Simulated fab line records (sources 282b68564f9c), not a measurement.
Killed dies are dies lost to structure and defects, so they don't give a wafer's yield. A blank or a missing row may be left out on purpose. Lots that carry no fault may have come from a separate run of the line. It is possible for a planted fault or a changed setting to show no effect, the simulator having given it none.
Which tool was responsible?	flow rit-cmos	Sampling: 14 lots, 42 wafers, 2 of 202 route steps

== WHAT THE GAUGES READ, wafer by wafer ==
No reading from a measuring or inspecting step in the record can be judged against a usual standard deviation.

== WHAT TOOL EACH LOT RAN ON (gives the tool, then ch and the chambers of the sampled wafers, and finally the start) ==
lot	RIT_GATE_ETCH_19	RIT_M1_PROBE_99
L249	rie-si-01 ch 0,1,3, day 2 19:53	prober-01, day 3 17:10
L250	rie-si-02 ch 1,3, day 3 02:21	prober-01, day 3 22:31
L251	rie-si-01 ch 1,2, day 3 05:21	prober-02, day 4 01:03
L252	rie-si-02 ch 1,3, day 3 06:08	prober-01, day 4 03:37
L254	rie-si-02 ch 1,3, day 3 19:19	prober-01, day 4 18:07
L255	rie-si-01 ch 0,2, day 3 20:37	prober-02, day 4 20:11
L256	rie-si-02 ch 0,1,2, day 4 08:59	prober-01, day 5 06:58
L259	rie-si-01 ch 1,2,3, day 4 19:29	prober-02, day 5 17:43
L260	rie-si-02 ch 0,1, day 5 06:08	prober-01, day 6 03:25
L263	rie-si-01 ch 1,2, day 5 15:28	prober-02, day 6 19:39
L264	rie-si-02 ch 1,2,3, day 6 12:07	prober-01, day 7 08:58
L265	rie-si-01 ch 0,1,2, day 6 12:21	prober-02, day 7 10:56
L271	rie-si-02 ch 0,2,3, day 7 13:16	prober-01, day 8 11:14
L272	rie-si-02 ch 2,3, day 7 18:37	prober-01, day 8 16:41
- RIT_GATE_ETCH_19: etches poly-Si in SF6/CHF3/O2, stops on SiO2, time 165 s, target depth 312.5 nm.
- RIT_M1_PROBE_99

== AS READ BY THE TOOLS THEMSELVES (means over the sampled wafers that have a number; for cases with no such wafer, the mark the record gives instead) ==
RIT_GATE_ETCH_19.
lot	tool	drypump-motor-current-A (A)	oes-product-au (a.u.)	throttle-valve-pct (%)
L249	rie-si-01	5.84	0.858	10.25
L250	rie-si-02	5.89	0.854	10.25
L251	rie-si-01	6.03	0.841	10.15
L252	rie-si-02	5.88	0.842	10.26
L254	rie-si-02	5.88	0.842	10.25
L255	rie-si-01	6.19	0.857	10.36
L256	rie-si-02	5.94	0.855	10.25
L259	rie-si-01	5.87	0.846	10.16
L260	rie-si-02	5.68	0.846	10.31
L263	rie-si-01	6.07	0.869	10.16
L264	rie-si-02	5.99	0.835	10.20
L265	rie-si-01	6.04	0.863	10.25
L271	rie-si-02	5.81	0.854	10.21
L272	rie-si-02	5.82	0.846	10.16

RIT_M1_PROBE_99.
lot	tool	killed-at-contacts	killed-at-front-end	killed-dies	killed-on-rim	killed-open	killed-short
L249	prober-01	0.0	5.3	5.3	2.0	2.7	2.7
L250	prober-01	0.0	3.3	3.3	1.0	2.0	1.3
L251	prober-02	0.0	7.0	7.0	1.3	2.7	4.3
L252	prober-01	0.0	7.7	7.7	0.7	4.0	3.7
L254	prober-01	0.0	7.3	7.3	2.7	3.0	4.3
L255	prober-02	0.0	5.7	5.7	0.7	2.7	3.0
L256	prober-01	0.0	3.3	3.3	1.3	1.0	2.3
L259	prober-02	0.0	6.3	6.3	2.3	2.3	4.0
L260	prober-01	0.0	9.0	9.0	2.7	4.3	4.7
L263	prober-02	0.3	8.7	9.0	1.3	3.7	5.3
L264	prober-01	0.0	9.3	9.3	2.3	3.7	5.7
L265	prober-02	0.0	5.3	5.3	2.0	2.7	2.7
L271	prober-01	0.0	6.0	6.0	1.7	2.3	3.7
L272	prober-01	0.0	4.3	4.3	1.7	2.7	1.7

== THE ANSWER, worked out from the rows above alone ==
Rule: usual is defined by the lots themselves. Put in order of their means at a reading, lots are off if they are a third of the lots or fewer, leave a main group of 4 or more, and stand apart from it by a gap of 3 or more times the standard deviation of the main group's means; of several such gaps the widest counts. If all means in a main group match to the digits the tables above print for the reading, that group is not used. A lot without any number at a reading at which 4 lots or more have one is off too. Where the step has rows for the other lots, those lots are counted as sound. After the gauges, taken in route order, come the tools' own readings; for these a lot's mean is taken, as printed above. The first step at which some lot is off is used, and at that step the reading that is off furthest; a lot without a number counts as furthest.
Nothing can be told from this: no lot is off at any reading shown.

== WHAT HAD BEEN PUT IN BY THE SIMULATOR ==
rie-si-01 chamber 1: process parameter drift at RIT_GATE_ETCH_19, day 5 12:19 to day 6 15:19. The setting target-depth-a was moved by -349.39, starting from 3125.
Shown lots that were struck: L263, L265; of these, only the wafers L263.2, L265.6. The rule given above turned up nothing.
